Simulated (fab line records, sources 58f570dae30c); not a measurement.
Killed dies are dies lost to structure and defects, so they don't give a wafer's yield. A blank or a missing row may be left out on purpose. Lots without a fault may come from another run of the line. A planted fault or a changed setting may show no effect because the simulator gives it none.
Chamber matching | flow berkeley_cmos170 | UCB170_GATE_ETCH_15 on rie_si-01: 4 sister chambers
The step etches poly-Si in HBr/Cl2, stops on SiO2, time 56.3 s, target depth 278.2 nm. 4 wafers are shown with their chamber, then 8 later ones without.

WAFERS WITH THEIR CHAMBER
wafer  | chamber | drypump_motor_current_A (A)
L683.2 | 0       | 5.17
L683.4 | 2       | 5.70
L683.6 | 3       | 5.91
L685.2 | 1       | 5.59

WAFERS WITHOUT THEIR CHAMBER
wafer  | drypump_motor_current_A (A)
L685.4 | 5.68
L685.6 | 5.92
L687.1 | 5.92
L687.4 | 5.71
L687.5 | 5.58
L691.2 | 5.57
L691.4 | 5.18
L691.6 | 5.57

WHICH CHAMBER EACH WENT THROUGH
wafer  | from the rows above | in truth
L685.4 | 2                   | 2
L685.6 | 3                   | 3
L687.1 | 3                   | 3
L687.4 | 2                   | 2
L687.5 | 1                   | 1
L691.2 | 1                   | 1
L691.4 | 0                   | 0
L691.6 | 1                   | 1
Placed correctly: 8 of 8. Can't be placed from these rows: 0. Placed wrongly: 0.
How it was worked out, from the rows above alone: a wafer's distance from a chamber is the root of the sum, over the readings, of the square of ((its reading less the chamber's mean) divided by the reading's scatter). The wafer belongs to the nearest chamber; if the next one is less than 2 further off, it can't be placed. A chamber's mean is the mean of its shown wafers. The scatter: with one shown wafer a chamber, the root of the mean of the squares of how far each hidden wafer lies from its nearest shown one.
